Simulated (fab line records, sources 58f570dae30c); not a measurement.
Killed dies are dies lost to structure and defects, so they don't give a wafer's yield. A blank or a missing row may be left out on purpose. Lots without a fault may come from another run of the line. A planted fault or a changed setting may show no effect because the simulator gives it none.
Which tool did it? | flow berkeley_cmos170 | 12 lots, 36 wafers sampled, at 6 steps of a route of 331

WHAT THE GAUGES READ, wafer by wafer
UCB170_SDANNEAL_RS_MEAS_02: measures by four-point-probe.
lot  | measured     | on            | PSD_RS (ohm/sq)
L225 | day 6 13:50  | film_metro-01 | 75.7 75.7 76.0
L226 | day 7 02:48  | film_metro-01 | 75.2 75.5 75.4
L227 | day 7 03:07  | film_metro-02 | 75.9 75.7 75.7
L228 | day 7 10:05  | film_metro-01 | 76.0 76.1 76.0
L229 | day 7 09:42  | film_metro-02 | 75.8 75.7 75.9
L233 | day 8 06:31  | film_metro-02 | 84.0 83.6 83.9
L234 | day 8 09:14  | film_metro-02 | 84.2 84.0 84.2
L237 | day 8 21:31  | film_metro-04 | 82.9 83.4 83.1
L241 | day 10 02:19 | film_metro-02 | 75.2 75.3 75.6
L246 | day 11 04:10 | film_metro-02 | 75.3 75.3 75.3
L247 | day 11 03:38 | film_metro-01 | 75.8 75.9 75.6
L248 | day 11 14:31 | film_metro-02 | 75.9 75.7 76.0

UCB170_SDANNEAL_RS_MEAS_03: measures by four-point-probe.
lot  | measured     | on            | NSD_RS (ohm/sq)
L225 | day 6 13:58  | film_metro-01 | 37.21 37.23 37.20
L226 | day 7 02:55  | film_metro-01 | 37.28 37.27 37.25
L227 | day 7 03:14  | film_metro-02 | 37.14 37.14 37.04
L228 | day 7 10:12  | film_metro-01 | 37.20 37.21 37.18
L229 | day 7 09:49  | film_metro-02 | 37.28 37.28 37.27
L233 | day 8 06:38  | film_metro-02 | 38.26 38.08 38.26
L234 | day 8 09:21  | film_metro-02 | 38.26 38.18 38.28
L237 | day 8 21:38  | film_metro-04 | 38.27 38.25 38.21
L241 | day 10 02:26 | film_metro-02 | 37.12 37.21 37.12
L246 | day 11 04:17 | film_metro-02 | 37.18 37.03 37.24
L247 | day 11 03:46 | film_metro-01 | 37.10 37.10 37.27
L248 | day 11 14:38 | film_metro-02 | 37.08 37.14 37.25

UCB170_SDANNEAL_RS_MEAS_04: measures by four-point-probe.
lot  | measured     | on            | PLDD_RS (ohm/sq)
L225 | day 6 14:05  | film_metro-01 | 1031 1028 1029
L226 | day 7 03:02  | film_metro-01 | 1040 1040 1041
L227 | day 7 03:21  | film_metro-02 | 1032 1033 1031
L228 | day 7 10:19  | film_metro-01 | 1033 1030 1031
L229 | day 7 09:56  | film_metro-02 | 1032 1035 1036
L233 | day 8 06:45  | film_metro-02 | 1047 1042 1045
L234 | day 8 09:28  | film_metro-02 | 1046 1041 1040
L237 | day 8 21:46  | film_metro-04 | 1039 1039 1039
L241 | day 10 02:34 | film_metro-02 | 1033 1037 1033
L246 | day 11 04:25 | film_metro-02 | 1032 1035 1033
L247 | day 11 03:53 | film_metro-01 | 1033 1032 1031
L248 | day 11 14:46 | film_metro-02 | 1030 1030 1029

WHICH TOOL RAN EACH LOT (tool, then ch and the chambers of the sampled wafers, then the start)
lot  | UCB170_SPACER_CVD_00           | UCB170_SPACER_ETCHBACK_03          | UCB170_SDANNEAL_RTA_01
L225 | pecvd-04 ch 0,1, day 6 04:31   | rie_diel-01 ch 0,2, day 6 07:34    | rtp_anneal-02 ch 0, day 6 13:46
L226 | pecvd-01 ch 0,2, day 6 15:20   | rie_diel-03 ch 1,2,3, day 6 20:34  | rtp_anneal-01 ch 0, day 7 02:44
L227 | pecvd-04 ch 0,2, day 6 19:05   | rie_diel-01 ch 0,1,2, day 6 22:44  | rtp_anneal-02 ch 0, day 7 03:03
L228 | pecvd-01 ch 1,2, day 7 01:30   | rie_diel-01 ch 0,2,3, day 7 04:59  | rtp_anneal-01 ch 0, day 7 10:01
L229 | pecvd-01 ch 0,1,2, day 7 02:27 | rie_diel-03 ch 1,2, day 7 04:55    | rtp_anneal-02 ch 0, day 7 09:37
L233 | pecvd-02 ch 0,2, day 7 20:05   | rie_diel-03 ch 0,1,3, day 7 23:40  | rtp_anneal-02 ch 0, day 8 06:27
L234 | pecvd-02 ch 0,2, day 8 01:16   | rie_diel-01 ch 0,1,3, day 8 04:13  | rtp_anneal-02 ch 0, day 8 09:08
L237 | pecvd-04 ch 1,2, day 8 12:38   | rie_diel-03 ch 0,1,2, day 8 14:15  | rtp_anneal-02 ch 0, day 8 21:26
L241 | pecvd-01 ch 1,2, day 9 17:04   | rie_diel-04 ch 0,1,2, day 9 20:29  | rtp_anneal-01 ch 0, day 10 02:12
L246 | pecvd-04 ch 1,2, day 10 15:56  | rie_diel-04 ch 0,1,3, day 10 20:25 | rtp_anneal-01 ch 0, day 11 04:05
L247 | pecvd-02 ch 1,2, day 10 16:06  | rie_diel-01 ch 0,3, day 10 20:25   | rtp_anneal-01 ch 0, day 11 03:34
L248 | pecvd-02 ch 1,2, day 11 04:19  | rie_diel-01 ch 0,2,3, day 11 08:03 | rtp_anneal-02 ch 0, day 11 14:28
- UCB170_SPACER_CVD_00: deposits SiO2 from TEOS/O2, target thk 376 nm, time 47 s.
- UCB170_SPACER_ETCHBACK_03: etches SiO2 in CHF3/CF4/Ar, stops on Si, target depth 376 nm, time 100 s.
- UCB170_SDANNEAL_RTA_01: time 5.204 s.

WHAT THE TOOLS THEMSELVES READ (means of the sampled wafers that have a number; where no wafer has one, the mark that the record gives instead)
UCB170_SPACER_CVD_00.
lot  | tool     | heater_power_w (W)
L225 | pecvd-04 | 248
L226 | pecvd-01 | 257
L227 | pecvd-04 | 240
L228 | pecvd-01 | 272
L229 | pecvd-01 | 317
L233 | pecvd-02 | 210
L234 | pecvd-02 | 279
L237 | pecvd-04 | 311
L241 | pecvd-01 | 316
L246 | pecvd-04 | 332
L247 | pecvd-02 | 264
L248 | pecvd-02 | 240

UCB170_SPACER_ETCHBACK_03.
lot  | tool        | drypump_motor_current_A (A) | oes_product_au (a.u.) | throttle_valve_pct (%)
L225 | rie_diel-01 | 5.6                         | 0.896                 | 6.49
L226 | rie_diel-03 | 5.9                         | 0.885                 | 6.52
L227 | rie_diel-01 | 5.6                         | 0.903                 | 6.50
L228 | rie_diel-01 | 5.7                         | 0.902                 | 6.52
L229 | rie_diel-03 | 6.1                         | 0.902                 | 6.51
L233 | rie_diel-03 | 5.8                         | 0.884                 | 6.53
L234 | rie_diel-01 | 5.8                         | 0.905                 | 6.54
L237 | rie_diel-03 | 5.9                         | 0.898                 | 6.48
L241 | rie_diel-04 | 5.7                         | 0.910                 | 6.44
L246 | rie_diel-04 | 6.1                         | 0.904                 | 6.45
L247 | rie_diel-01 | 5.7                         | 0.896                 | 6.48
L248 | rie_diel-01 | 5.7                         | 0.891                 | 6.52

UCB170_SDANNEAL_RTA_01.
lot  | tool          | chamber_o2_ppm | lamp_power_pct (%) | wafer_temp_C_max
L225 | rtp_anneal-02 | 2.009          | 37.3               | 1055.1
L226 | rtp_anneal-01 | 2.021          | 40.0               | 1057.5
L227 | rtp_anneal-02 | 1.999          | 37.3               | 1055.1
L228 | rtp_anneal-01 | 2.006          | 40.0               | 1058.4
L229 | rtp_anneal-02 | 1.993          | 37.3               | 1055.0
L233 | rtp_anneal-02 | 2.001          | 37.3               | 1055.7
L234 | rtp_anneal-02 | 1.960          | 37.3               | 1055.0
L237 | rtp_anneal-02 | 2.006          | 37.3               | 1056.4
L241 | rtp_anneal-01 | 2.008          | 40.0               | 1058.1
L246 | rtp_anneal-01 | 2.001          | 40.0               | 1056.5
L247 | rtp_anneal-01 | 1.995          | 40.0               | 1055.3
L248 | rtp_anneal-02 | 2.000          | 37.3               | 1056.0

THE ANSWER, worked out from the rows above alone
Rule: what is usual is taken from the lots themselves. Put in order of their means at a reading, lots are off if they are a third of the lots or fewer, leave a main group of 4 or more, and stand apart from it by a gap of 3 or more times the standard deviation of the main group's means; of several such gaps the widest counts. A main group whose means are all the same, to the digits that the tables above print for the reading, isn't used. A lot without any number at a reading at which 4 lots or more have one is off too. The other lots that the step has rows for count as sound. The gauges are gone through in route order, then the tools' own readings, and for those a lot's mean is taken as printed above. The first step at which some lot is off is used, and at that step the reading that is off furthest; a lot without a number counts as furthest.
Off: L233, L234, L237, at UCB170_SDANNEAL_RS_MEAS_02 (PSD_RS). The main group: mean 75.7 ohm/sq, standard deviation 0.25.
A tool fits if, at a process step before that reading, it ran every lot that is off, and no sound lot after the first of them. The gauges at UCB170_SDANNEAL_RS_MEAS_02 are tried like those tools. None of those tried fits.

WHAT THE SIMULATOR HAD PUT IN
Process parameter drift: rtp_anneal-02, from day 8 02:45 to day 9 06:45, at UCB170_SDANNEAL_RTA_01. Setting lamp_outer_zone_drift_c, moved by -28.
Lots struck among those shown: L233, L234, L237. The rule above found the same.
